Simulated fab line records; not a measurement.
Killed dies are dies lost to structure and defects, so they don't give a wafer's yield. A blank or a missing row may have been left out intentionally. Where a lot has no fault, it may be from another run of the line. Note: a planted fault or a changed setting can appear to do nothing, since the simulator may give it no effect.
Which tool was responsible? -- flow berkeley_cmos170 -- 14 lots, 42 wafers sampled, at 3 steps of a route of 331

WHAT THE GAUGES SHOWED, per wafer
UCB170_NLDD_TW_MEAS_11.
lot,measured,on,NLDD_TW
L120,day 7 19:22,film_metro-02,2244 2258 2239
L121,day 8 06:35,film_metro-04,2209 2217 2221
L123,day 8 06:49,film_metro-03,2207 2197 2202
L124,day 8 20:33,film_metro-03,2195 2201 2210
L125,day 8 21:20,film_metro-03,2206 2210 2202
L130,day 9 21:47,film_metro-02,2238 2258 2253
L129,day 9 22:02,film_metro-04,2216 2222 2203
L132,day 10 09:01,film_metro-04,2201 2210 2218
L133,day 10 09:05,film_metro-02,2262 2264 2245
L134,day 10 23:38,film_metro-03,2341 2334 2324
L137,day 11 07:01,film_metro-02,2243 2254 2245
L135,day 11 08:25,film_metro-03,2319 2315 2316
L142,day 12 18:26,film_metro-03,2202 2192 2203
L143,day 12 22:01,film_metro-04,2219 2201 2221

UCB170_SDANNEAL_RS_MEAS_05: a four-point-probe measurement.
lot,measured,on,NLDD_RS (ohm/sq)
L120,day 8 07:53,film_metro-03,619.9 617.4 615.7
L121,day 8 17:13,film_metro-02,615.6 614.8 616.2
L123,day 8 17:26,film_metro-04,617.3 617.1 619.1
L124,day 9 11:31,film_metro-04,616.5 616.3 617.4
L125,day 9 11:20,film_metro-02,614.6 615.3 615.4
L130,day 10 10:02,film_metro-02,617.2 618.3 617.2
L129,day 10 10:51,film_metro-02,614.9 614.8 616.2
L132,day 10 21:43,film_metro-03,617.2 615.3 616.4
L133,day 10 21:45,film_metro-04,618.0 618.3 618.5
L134,day 11 12:21,film_metro-02,536.8 537.4 536.0
L137,day 11 22:19,film_metro-02,615.5 617.1 615.5
L135,day 11 22:38,film_metro-04,535.4 537.2 535.6
L142,day 13 08:45,film_metro-02,614.7 616.7 615.1
L143,day 13 10:49,film_metro-03,617.3 616.6 616.5

TOOL THAT RAN EACH LOT (tool first, then ch and the chambers of the sampled wafers, then the start)
lot,UCB170_NLDD_IMPLANT_09
L120,"implanter-01 ch 0, day 7 19:07"
L121,"implanter-04 ch 0, day 8 06:22"
L123,"implanter-03 ch 0, day 8 06:34"
L124,"implanter-01 ch 0, day 8 20:18"
L125,"implanter-03 ch 0, day 8 21:08"
L130,"implanter-03 ch 0, day 9 21:33"
L129,"implanter-04 ch 0, day 9 21:47"
L132,"implanter-04 ch 0, day 10 08:47"
L133,"implanter-03 ch 0, day 10 08:51"
L134,"implanter-03 ch 0, day 10 23:24"
L137,"implanter-01 ch 0, day 11 06:47"
L135,"implanter-03 ch 0, day 11 08:11"
L142,"implanter-01 ch 0, day 12 18:11"
L143,"implanter-01 ch 0, day 12 21:46"
- UCB170_NLDD_IMPLANT_09

WHAT THE TOOLS THEMSELVES READ (means of the sampled wafers that have a number; where no wafer has one, the mark that the record gives instead)
UCB170_NLDD_IMPLANT_09.
lot,tool,beam_energy_keV,dose_ions_cm2,faraday_current_uA
L120,implanter-01,30.000,5e+13,159
L121,implanter-04,29.988,5e+13,158
L123,implanter-03,29.996,5e+13,159
L124,implanter-01,30.002,5e+13,162
L125,implanter-03,30.011,5e+13,156
L130,implanter-03,30.003,5e+13,156
L129,implanter-04,29.997,5e+13,158
L132,implanter-04,30.008,5e+13,159
L133,implanter-03,29.998,5e+13,158
L134,implanter-03,29.996,7e+13,229
L137,implanter-01,29.991,5e+13,160
L135,implanter-03,29.997,7e+13,225
L142,implanter-01,30.009,5e+13,156
L143,implanter-01,30.001,5e+13,157

THE ANSWER, worked out from the rows above alone
Rule: the usual values come from the lots themselves. Put in order of their means at a reading, lots are off if they are a third of the lots or fewer, leave a main group of 4 or more, and stand apart from it by a gap of 3 or more times the standard deviation of the main group's means; of several such gaps the widest counts. A main group whose means are all the same, to the digits that the tables above print for the reading, isn't used. A lot without any number at a reading at which 4 lots or more have one is off too. All remaining lots with rows at the step are treated as sound. Order of review: gauges by route order, followed by the tools' own readings, for which a lot's mean as printed above is used. The first step at which some lot is off is used, and at that step the reading that is off furthest; a lot without a number counts as furthest.
Off: at UCB170_SDANNEAL_RS_MEAS_05 (NLDD_RS), L134, L135. The main group: mean 616.6 ohm/sq, standard deviation 1.
A tool fits if, at a process step before that reading, it ran every lot that is off, and no sound lot after the first of them. The gauges at UCB170_SDANNEAL_RS_MEAS_05 aren't tried: what is off there is off at UCB170_NLDD_IMPLANT_09 too, on other tools, and a gauge's error can't cause that. One candidate fits, namely implanter-03 at UCB170_NLDD_IMPLANT_09. Its last sound lot is L133 (day 10 08:51), its first lot that is off L134 (day 10 23:24): a fault that began between those two fits.
The tool's own readings at UCB170_NLDD_IMPLANT_09 bear it out: on the lots that are off they differ by more than 5 times the standard deviation of the sound lots' means. dose_ions_cm2 reads 7e+13 there against 5e+13 on the sound lots; faraday_current_uA reads 227 there against 158 on the sound lots.

WHAT THE SIMULATOR HAD INSERTED
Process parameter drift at UCB170_NLDD_IMPLANT_09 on implanter-03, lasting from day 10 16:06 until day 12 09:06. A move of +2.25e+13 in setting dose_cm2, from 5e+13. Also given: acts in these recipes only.
Shown lots that were struck: L134, L135. This agrees with what the rule above found.
